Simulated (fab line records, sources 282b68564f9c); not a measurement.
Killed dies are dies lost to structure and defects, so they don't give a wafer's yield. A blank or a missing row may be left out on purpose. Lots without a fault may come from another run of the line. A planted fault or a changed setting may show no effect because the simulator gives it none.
Which tool did it? | flow rit_cmos | 7 lots, 21 wafers sampled, at 2 steps of a route of 202

WHAT THE GAUGES READ, wafer by wafer
RIT_GATE_THK_MEAS_07.
lot  | measured    | on            | GATE_OXIDE_THK (nm)
L460 | day 2 21:52 | film_metro-02 | 3.08 3.03 2.97
L463 | day 3 18:54 | film_metro-04 | 3.00 2.98 3.00
L466 | day 4 09:59 | film_metro-03 | 3.05 3.02 3.06
L470 | day 5 02:48 | film_metro-03 | 3.03 2.95 3.06
L476 | day 6 10:05 | film_metro-04 | 3.42 3.42 3.48
L479 | day 7 06:02 | film_metro-02 | 3.05 2.97 3.11
L481 | day 7 18:00 | film_metro-04 | 2.92 2.95 2.97

WHICH TOOL RAN EACH LOT (tool, then ch and the chambers of the sampled wafers, then the start)
lot  | RIT_GATE_OXIDATION_05
L460 | furnace-01 ch 0, day 2 20:31
L463 | furnace-04 ch 0, day 3 16:14
L466 | furnace-03 ch 0, day 4 07:25
L470 | furnace-01 ch 0, day 5 01:28
L476 | furnace-01 ch 0, day 6 04:54
L479 | furnace-04 ch 0, day 7 00:52
L481 | furnace-03 ch 0, day 7 13:25
- RIT_GATE_OXIDATION_05: target thk 3 nm, ox time 270 s.

THE ANSWER, worked out from the rows above alone
Rule: what is usual is taken from the lots themselves. Put in order of their means at a reading, lots are off if they are a third of the lots or fewer, leave a main group of 4 or more, and stand apart from it by a gap of 3 or more times the standard deviation of the main group's means; of several such gaps the widest counts. A main group whose means are all the same, to the digits that the tables above print for the reading, isn't used. A lot without any number at a reading at which 4 lots or more have one is off too. The other lots that the step has rows for count as sound.
Off: L476, at RIT_GATE_THK_MEAS_07 (GATE_OXIDE_THK). The main group: mean 3.01 nm, standard deviation 0.034.
A tool fits if, at a process step before that reading, it ran every lot that is off, and no sound lot after the first of them. The gauges at RIT_GATE_THK_MEAS_07 are tried like those tools. One fits: furnace-01 at RIT_GATE_OXIDATION_05. Its last sound lot is L470 (day 5 01:28), its first lot that is off L476 (day 6 04:54): a fault that began between those two fits.

WHAT THE SIMULATOR HAD PUT IN
Process parameter drift: furnace-01, from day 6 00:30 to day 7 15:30, at RIT_GATE_OXIDATION_05. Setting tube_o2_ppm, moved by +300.
Lots struck among those shown: L476. The rule above found the same.
